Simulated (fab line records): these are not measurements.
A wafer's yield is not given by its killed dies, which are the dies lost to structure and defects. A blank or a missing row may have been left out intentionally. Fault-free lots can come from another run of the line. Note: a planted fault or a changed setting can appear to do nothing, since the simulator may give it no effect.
A struck lot beside a sound one | flow berkeley_cmos170 | 20 steps out of a route of 331
Sound: wafers L809.3, L809.4, L809.6. Struck: wafers L808.2, L808.3, L808.4. The cause is given at the end.
At each step with rows: each side's tool, then ch and its chambers, then its first start. Under that, the readings that differ: sound wafers | struck wafers | difference of the means | sigmas: that difference in standard deviations of wafers without a fault.
alike: readings with means less than 2 such deviations apart, plus words and numbers identical on both sides. not compared: withheld readings, readings lacking a value on some wafer, bounds such as >300 that could conceal the same value, and numbers that have no deviation in the record and whose values overlap.
A row with sigmas, a row that says differs or no value, or rows on one side alone: a step with any of these is where the two part. Non-overlapping numbers with no deviation appear without sigmas and do not part them. A reading missing from all wafers of one side parts the sides only when that side holds two or more wafers.

first, 1 step without rows for these wafers: UCB170_FIELD_WET_ETCH_06 (etches SiO2 in BOE, time 22 s).
UCB170_FIELD_THK_MEAS_90:
  struck on film_metro-03, day 5 20:25; sound on film_metro-02, day 6 03:31
  alike: FIELD_OXIDE_LEFT_1_THK
then, 2 steps without rows for these wafers: UCB170_SACOX_CLEAN_00 (cleans in dHF, time 7.5 s); UCB170_SACOX_OXIDATION_01 (target thk 14.4 nm, ox time 2400 s).
UCB170_SACOX_THK_MEAS_02:
  struck on film_metro-02, day 6 00:47; sound on film_metro-04, day 6 05:14
  alike: SACOX_OXIDE_THK
then, 2 steps without rows for these wafers: UCB170_SCREENOX_WET_ETCH_00 (etches SiO2 in dHF, time 200 s); UCB170_SCREENOX_OXIDATION_01 (target thk 14.4 nm, ox time 2400 s).
UCB170_SCREENOX_THK_MEAS_02:
  struck on film_metro-02, day 6 05:07; sound on film_metro-02, day 6 09:20
  reading                 | sound             | struck            | difference | sigmas
  SCREENOX_OXIDE_THK (nm) | 14.30 14.51 14.20 | 14.86 14.87 14.81 | +0.51      | +2
then, 4 steps without rows for these wafers: UCB170_SCREENOX_ANNEAL_03 (time 900 s); UCB170_NVT_HMDS_00 (prime time 60 s); UCB170_NVT_COAT_01 (resist thk 900 nm); UCB170_NVT_SOFTBAKE_02 (time 60 s).
UCB170_NVT_EXPOSE_03: exposes mask PWELL, target cd 3000 nm.
  sound on krf_scanner-02 ch 0, day 6 12:51; struck on krf_scanner-01 ch 0, day 6 08:26
  reading | sound                   | struck                  | difference | sigmas
  mask    | PWELL#0 PWELL#0 PWELL#0 | NWELL#0 NWELL#0 NWELL#0 | differs    |
  alike: focus_offset_nm
then, 2 steps without rows for these wafers: UCB170_NVT_PEB_04; UCB170_NVT_DEVELOP_05 (develop time 45 s).
UCB170_NVT_OVL_MEAS_06:
  struck on overlay-01, day 6 08:49; sound on overlay-02, day 6 13:38
  reading      | sound  | struck | difference                    | sigmas
  NVT_OVL (nm) | 10 7 9 | - - -  | no value on the struck wafers |
after that, 1 step had no rows for these wafers: UCB170_NVT_IMPLANT_07.
UCB170_NVT_STRIP_08: strips in O2.
  sound on plasma_asher-02 ch 0,1, day 6 13:51; struck on plasma_asher-01 ch 0,1, day 6 08:59
  alike: drypump_motor_current_A, oes_product_au, strip_time_to_endpoint_s
  not compared: rf_hours_counter_h
UCB170_NVT_TW_MEAS_09:
  struck on film_metro-04, day 6 09:22; sound on film_metro-04, day 6 13:56
  reading | sound       | struck   | difference | sigmas
  NVT_TW  | 524 525 521 | 30 30 30 | -493       | -99 or more
  not compared: hold
UCB170_M3_PROBE_99:
  sound wafers here have rows in the record (prober-01, day 8 13:19); struck ones have none

WHERE THEY PART
Earliest at UCB170_SCREENOX_THK_MEAS_02; latest, in this record, at UCB170_M3_PROBE_99.

WHY: what the simulator had put in
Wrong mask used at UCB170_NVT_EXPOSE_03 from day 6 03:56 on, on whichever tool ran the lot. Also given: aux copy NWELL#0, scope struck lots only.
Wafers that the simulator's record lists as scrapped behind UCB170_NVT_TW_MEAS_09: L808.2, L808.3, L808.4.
